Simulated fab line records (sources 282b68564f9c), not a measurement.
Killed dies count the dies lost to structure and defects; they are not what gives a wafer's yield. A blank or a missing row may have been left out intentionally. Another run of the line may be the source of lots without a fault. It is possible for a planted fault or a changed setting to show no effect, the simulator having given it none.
2 desks looking at one fault || flow rit_cmos || only its own numbers are on each desk; what lay behind them is given at the end

THE TOOL OWNER'S DESK: lpcvd-02
The tool's own readings at RIT_GATE_CVD_08 (deposits poly-Si from SiH4, target thk 250 nm, time 2220 s): means of the sampled wafers that have a number, for each lot that ran on this tool. A lot is out of limits, marked OUT, if its mean lies more than 4 standard deviations from the usual mean; the brackets give that distance.
Columns: A = sih4_flow_sccm at RIT_GATE_CVD_08, usual 100.02 sccm; B = spike_tc_centre_C at RIT_GATE_CVD_08, usual 613.0 C; C = spike_tc_source_C at RIT_GATE_CVD_08, usual 629 C
{"lot": "L903", "first seen here": "day 2 17:25", "A": 99.83, "B": 612.7, "C": 626}
{"lot": "L904", "first seen here": "day 3 00:26", "A": 100.55, "B": 613.3, "C": 626}
{"lot": "L906", "first seen here": "day 3 06:53", "A": "49.91 (-99 or more) OUT", "B": 613.0, "C": 624}
{"lot": "L907", "first seen here": "day 3 13:51", "A": "50.13 (-99 or more) OUT", "B": 613.4, "C": 626}
{"lot": "L909", "first seen here": "day 3 21:17", "A": "49.70 (-99 or more) OUT", "B": 614.8, "C": 625}
{"lot": "L911", "first seen here": "day 4 07:24", "A": "50.16 (-99 or more) OUT", "B": 614.4, "C": 626}
{"lot": "L924", "first seen here": "day 7 00:14", "A": 99.70, "B": 614.1, "C": 627}
This desk finds L906, L907, L909, L911 out of limits, L906 being first, at day 3 06:53 (sih4_flow_sccm at RIT_GATE_CVD_08). Within limits: L903, L904, L924.

METROLOGY DESK
What the gauges read, lot by lot, whatever tool the lot ran on: means of the sampled wafers that have a number. A lot is out of limits, marked OUT, if its mean lies more than 4 standard deviations from the usual mean; the brackets give that distance.
Columns: A = GATE_POLY_THK at RIT_GATE_THK_MEAS_09, usual 253.9 nm
{"lot": "L902", "first seen here": "day 2 12:46", "A": 251.4}
{"lot": "L903", "first seen here": "day 2 19:03", "A": 253.8}
{"lot": "L904", "first seen here": "day 3 02:04", "A": 256.3}
{"lot": "L905", "first seen here": "day 3 05:52", "A": 251.8}
{"lot": "L906", "first seen here": "day 3 08:29", "A": "127.9 (-48) OUT"}
{"lot": "L907", "first seen here": "day 3 15:28", "A": "125.3 (-49) OUT"}
{"lot": "L909", "first seen here": "day 3 23:42", "A": "133.7 (-46) OUT"}
{"lot": "L911", "first seen here": "day 4 09:50", "A": "129.3 (-48) OUT"}
{"lot": "L916", "first seen here": "day 5 09:35", "A": 251.0}
{"lot": "L919", "first seen here": "day 6 00:04", "A": 252.4}
{"lot": "L922", "first seen here": "day 6 16:38", "A": 252.2}
{"lot": "L923", "first seen here": "day 6 21:43", "A": 255.0}
{"lot": "L924", "first seen here": "day 7 01:52", "A": 257.2}
{"lot": "L925", "first seen here": "day 7 05:49", "A": 251.8}
This desk reports L906, L907, L909, L911 out of limits; the earliest was L906 at day 3 08:29 (GATE_POLY_THK at RIT_GATE_THK_MEAS_09). Within limits: L902, L903, L904, L905, L916, L919, L922, L923, L924, L925.

BROUGHT TOGETHER
The tool owner's desk had the chance to raise an alarm at day 3 06:53 on L906, L907, L909, L911.
At day 3 08:29 the metrology desk could have sounded an alarm, on L906, L907, L909, L911.
Every lot named ran RIT_GATE_CVD_08 on lpcvd-02.

WHAT WAS PUT IN BY THE SIMULATOR
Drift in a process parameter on lpcvd-02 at RIT_GATE_CVD_08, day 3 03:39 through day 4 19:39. From 100, the setting sih4_flow_sccm moved by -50.
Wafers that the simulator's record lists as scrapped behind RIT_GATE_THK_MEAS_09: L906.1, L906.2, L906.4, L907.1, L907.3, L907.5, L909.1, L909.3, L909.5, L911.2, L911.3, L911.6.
Shown lots that were struck: L906, L907, L909, L911.
Counting hours from when the fault started, the first reading out of limits came at 3 for the tool owner's desk and at 5 for the metrology desk.
